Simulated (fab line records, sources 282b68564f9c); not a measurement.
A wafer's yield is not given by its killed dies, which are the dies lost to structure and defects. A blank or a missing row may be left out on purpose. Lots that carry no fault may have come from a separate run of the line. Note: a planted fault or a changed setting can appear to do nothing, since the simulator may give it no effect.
Split-lot experiment	flow ritCmos	5 lots, 23 wafers read, on a route of 202 steps

== SPLIT DETAILS ==
At RIT_GATE_CVD_08 (deposits poly-Si from SiH4, target thk 250 nm, time 2220 s), the setting pressureMtorr was moved away from the recipe's 300 mTorr on 20 of the 23 wafers read, by -13.7% to +12.7%. For the rest of the wafers, this setting stayed at what the recipe calls for.

No step appears in the file between the split and the reading.

== THE READING ==
GATE_POLY_THK (nm), taken at RIT_GATE_THK_MEAS_09. A value of 248 nm with a standard deviation of 3.9 nm is what fault-free wafers of this fab line usually give.

wafer	tool, chamber at the split	pressureMtorr as run, mTorr	against the recipe	GATE_POLY_THK, nm	against lot-mates on the recipe
L075.1	lpcvd-01, 1	300	recipe	248	-
L075.3	lpcvd-01, 1	300	recipe	246	-
L075.6	lpcvd-01, 1	300	recipe	246	-
L077.1	-, -	268	-10.7%	230	no lot-mate on the recipe
L077.2	-, -	268	-10.7%	230	no lot-mate on the recipe
L077.3	-, -	268	-10.7%	230	no lot-mate on the recipe
L077.4	-, -	268	-10.7%	231	no lot-mate on the recipe
L077.6	-, -	268	-10.7%	230	no lot-mate on the recipe
L081.1	-, -	319.9	+6.6%	251	no lot-mate on the recipe
L081.2	-, -	319.9	+6.6%	251	no lot-mate on the recipe
L081.4	-, -	319.9	+6.6%	252	no lot-mate on the recipe
L081.5	-, -	319.9	+6.6%	253	no lot-mate on the recipe
L081.6	-, -	319.9	+6.6%	253	no lot-mate on the recipe
L082.1	-, -	259	-13.7%	227	no lot-mate on the recipe
L082.2	-, -	259	-13.7%	227	no lot-mate on the recipe
L082.3	-, -	259	-13.7%	226	no lot-mate on the recipe
L082.4	-, -	259	-13.7%	226	no lot-mate on the recipe
L082.6	-, -	259	-13.7%	227	no lot-mate on the recipe
L085.1	-, -	338.2	+12.7%	262	no lot-mate on the recipe
L085.3	-, -	338.2	+12.7%	262	no lot-mate on the recipe
L085.4	-, -	338.2	+12.7%	262	no lot-mate on the recipe
L085.5	-, -	338.2	+12.7%	261	no lot-mate on the recipe
L085.6	-, -	338.2	+12.7%	262	no lot-mate on the recipe

FIT RESULTS
A straight line over all 23 wafers: GATE_POLY_THK changes by +1.32 nm for each +1% of pressureMtorr; r = +1.00; the points scatter about the line by 1.2 nm.
Too few moved wafers with a lot-mate on the recipe to fit a line net of each lot's own level.

== THE WHOLE CHAIN: every reading that the file lists as answering this split, in the file's order ==
step	what it does	reading	change (the file's fit)	r (the file's)
RIT_GATE_CVD_08	deposits poly-Si from SiH4, target thk 250 nm, time 2220 s	poly-Si_of_GATE_CVD_08.thkNm (the simulator's own value, which no gauge read)	+1.31 nm for each +1% of the setting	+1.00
RIT_GATE_THK_MEAS_09		GATE_POLY_THK	+1.32 for each +1% of the setting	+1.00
RIT_GATE_ETCH_19	etches poly-Si in SF6/CHF3/O2, stops on SiO2, time 165 s, target depth 312.5 nm	GATE.featureDepthNm (the simulator's own value, which no gauge read)	+1.31 nm for each +1% of the setting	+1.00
RIT_GATE_ETCH_19	etches poly-Si in SF6/CHF3/O2, stops on SiO2, time 165 s, target depth 312.5 nm	etch.depthNm (the simulator's own value, which no gauge read)	+1.31 nm for each +1% of the setting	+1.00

== FILE'S OWN FIT ==
GATE_POLY_THK changes by +1.32 nm for each +1% of pressureMtorr, r = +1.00.
